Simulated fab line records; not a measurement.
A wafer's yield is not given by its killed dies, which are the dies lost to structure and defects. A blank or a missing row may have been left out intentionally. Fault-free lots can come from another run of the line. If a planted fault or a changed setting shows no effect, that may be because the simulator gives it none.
Comparing a struck lot with a sound one    flow ritCmos    43 steps out of a route of 202
Sound: the wafers L606.1, L606.3, L606.4. Wafers struck: L618.2, L618.3, L618.6. The cause is named last.
For every step that has rows: the tool of each side, followed by ch and its chambers, followed by its first start. Under that, the readings that differ: sound wafers    struck wafers    difference of the means    sigmas: that difference in standard deviations of wafers without a fault.
alike: a reading whose means differ by less than 2 such deviations, as well as words and numbers matching on both sides. not compared: withheld readings; readings where some wafer has no value; bounds like >300 that might hide an equal value; numbers whose values overlap and for which the record gives no deviation.
The two part at a step that has a row with sigmas, a row that says differs or no value, or rows on one side only. Numbers that don't overlap but have no deviation are shown without sigmas and don't part them. Lack of a reading on every wafer of one side parts them only where that side has two or more wafers.

RIT_GATE_THK_MEAS_07:
  sound on filmMetro-04, day 3 10:44; struck on filmMetro-03, day 5 22:59
  alike: GATE_OXIDE_THK
then, 1 step without rows for these wafers: RIT_GATE_CVD_08 (deposits poly-Si from SiH4, target thk 250 nm, time 2220 s).
RIT_GATE_THK_MEAS_09:
  sound on filmMetro-03, day 3 12:25; struck on filmMetro-03, day 6 00:40
reading             sound              struck             difference  sigmas
GATE_POLY_THK (nm)  243.0 241.9 241.9  246.1 247.3 248.6  +5.1        +2
then, 6 steps without rows for these wafers: RIT_GATE_HMDS_10 (prime time 60 s); RIT_GATE_COAT_11 (resist thk 850 nm); RIT_GATE_SOFTBAKE_12 (time 60 s); RIT_GATE_EXPOSE_13 (exposes mask M6, target cd 150 nm); RIT_GATE_PEB_14; RIT_GATE_DEVELOP_15 (develop time 50 s).
RIT_GATE_CD_MEAS_16: the cd target is 150 nm.
  sound on cdSem-02, day 3 13:27; struck on cdSem-01, day 6 01:59
  alike: cdNm
RIT_GATE_OVL_MEAS_17:
  sound on overlay-02, day 3 13:34; struck on overlay-01, day 6 02:06
  alike: GATE_OVL
then, 1 step without rows for these wafers: RIT_GATE_HARDBAKE_18 (time 60 s).
RIT_GATE_ETCH_19: etches poly-Si in SF6/CHF3/O2, stops on SiO2, time 165 s, target depth 312.5 nm.
  sound on rieSi-01 ch 0,2,3, day 3 13:45; struck on rieSi-01 ch 0,2,3, day 6 02:17
reading              sound              struck             difference  sigmas
oesProductAu (a.u.)  0.808 0.804 0.821  0.847 0.862 0.843  +0.040      +2
  alike: drypumpMotorCurrentA, throttleValvePct
  not compared: rfHoursCounterH
RIT_GATE_STRIP_20: strips in O2, time 180 s.
  sound on plasmaAsher-01 ch 0,1, day 3 13:52; struck on plasmaAsher-04 ch 0,1, day 6 02:23
  alike: drypumpMotorCurrentA
  not compared: rfHoursCounterH
RIT_GATE_CD_MEAS_90: the cd target is 150 nm.
  sound on cdSem-02, day 3 14:02; struck on cdSem-01, day 6 02:35
  alike: cdNm
then, 4 steps without rows for these wafers: RIT_REOX_CLEAN_00 (cleans in SC1, time 600 s); RIT_REOX_CLEAN_01 (cleans in dHF, time 30 s); RIT_REOX_CLEAN_02 (cleans in SC2, time 584.9 s); RIT_REOX_OXIDATION_03 (target thk 25.2 nm, ox time 5580 s).
RIT_REOX_THK_MEAS_04:
  sound on filmMetro-03, day 3 17:19; struck on filmMetro-04, day 6 06:37
  alike: REOX_OXIDE_THK
then, 6 steps without rows for these wafers: RIT_NLDD_HMDS_00 (prime time 60 s); RIT_NLDD_COAT_01 (resist thk 1000 nm); RIT_NLDD_SOFTBAKE_02 (time 60 s); RIT_NLDD_EXPOSE_03 (exposes mask M7, target cd 40700 nm); RIT_NLDD_PEB_04; RIT_NLDD_DEVELOP_05 (develop time 50 s).
RIT_NLDD_OVL_MEAS_06:
  sound on overlay-01, day 3 18:18; struck on overlay-01, day 6 07:50
reading        sound        struck          difference  sigmas
NLDD_OVL (nm)  1.0 1.8 1.2  -2.7 -1.6 -0.8  -3.0        -2
then, 2 steps without rows for these wafers: RIT_NLDD_HARDBAKE_07 (time 60 s); RIT_NLDD_IMPLANT_08.
RIT_NLDD_STRIP_09: strips in O2, time 180 s.
  sound on plasmaAsher-03 ch 0,1, day 3 18:38; struck on plasmaAsher-02 ch 0,1, day 6 08:10
  alike: drypumpMotorCurrentA
  not compared: rfHoursCounterH
RIT_NLDD_TW_MEAS_10:
  sound on filmMetro-02, day 3 18:49; struck on filmMetro-04, day 6 08:21
reading  sound           struck          difference  sigmas
NLDD_TW  2446 2439 2440  2510 2513 2490  +63         +3
then, 6 steps without rows for these wafers: RIT_PLDD_HMDS_00 (prime time 60 s); RIT_PLDD_COAT_01 (resist thk 1000 nm); RIT_PLDD_SOFTBAKE_02 (time 60 s); RIT_PLDD_EXPOSE_03 (exposes mask M8, target cd 40900 nm); RIT_PLDD_PEB_04; RIT_PLDD_DEVELOP_05 (develop time 50 s).
RIT_PLDD_OVL_MEAS_06:
  sound on overlay-02, day 3 19:51; struck on overlay-01, day 6 09:44
reading        sound           struck       difference  sigmas
PLDD_OVL (nm)  -2.4 -2.4 -1.2  2.1 1.3 1.4  +3.6        +2
then, 2 steps without rows for these wafers: RIT_PLDD_HARDBAKE_07 (time 60 s); RIT_PLDD_IMPLANT_08.
RIT_PLDD_STRIP_09: strips in O2, time 180 s.
  sound on plasmaAsher-04 ch 0,1, day 3 20:11; struck on plasmaAsher-04 ch 1, day 6 10:04
  alike: drypumpMotorCurrentA
  not compared: rfHoursCounterH
RIT_PLDD_TW_MEAS_10:
  sound on filmMetro-01, day 3 20:22; struck on filmMetro-01, day 6 10:14
  alike: PLDD_TW
RIT_M1_PROBE_99:
  sound on prober-02, day 4 12:59; struck on prober-02, day 7 01:34
reading                                     sound                 struck                difference  sigmas
model.etest.polyCombOverSteps.leakLog10AUm  -12.72 -12.84 -12.84  -12.61 -12.02 -11.77  +0.67       
  alike: killedAtFrontEnd, killedDies, killedOpen, killedShort

WHERE THEY PART
Earliest at RIT_GATE_THK_MEAS_09; latest, in this record, at RIT_PLDD_OVL_MEAS_06. Later steps at which nothing parts them and some readings are alike: RIT_PLDD_STRIP_09, RIT_PLDD_TW_MEAS_10, RIT_M1_PROBE_99.

WHY: the cause the simulator had injected
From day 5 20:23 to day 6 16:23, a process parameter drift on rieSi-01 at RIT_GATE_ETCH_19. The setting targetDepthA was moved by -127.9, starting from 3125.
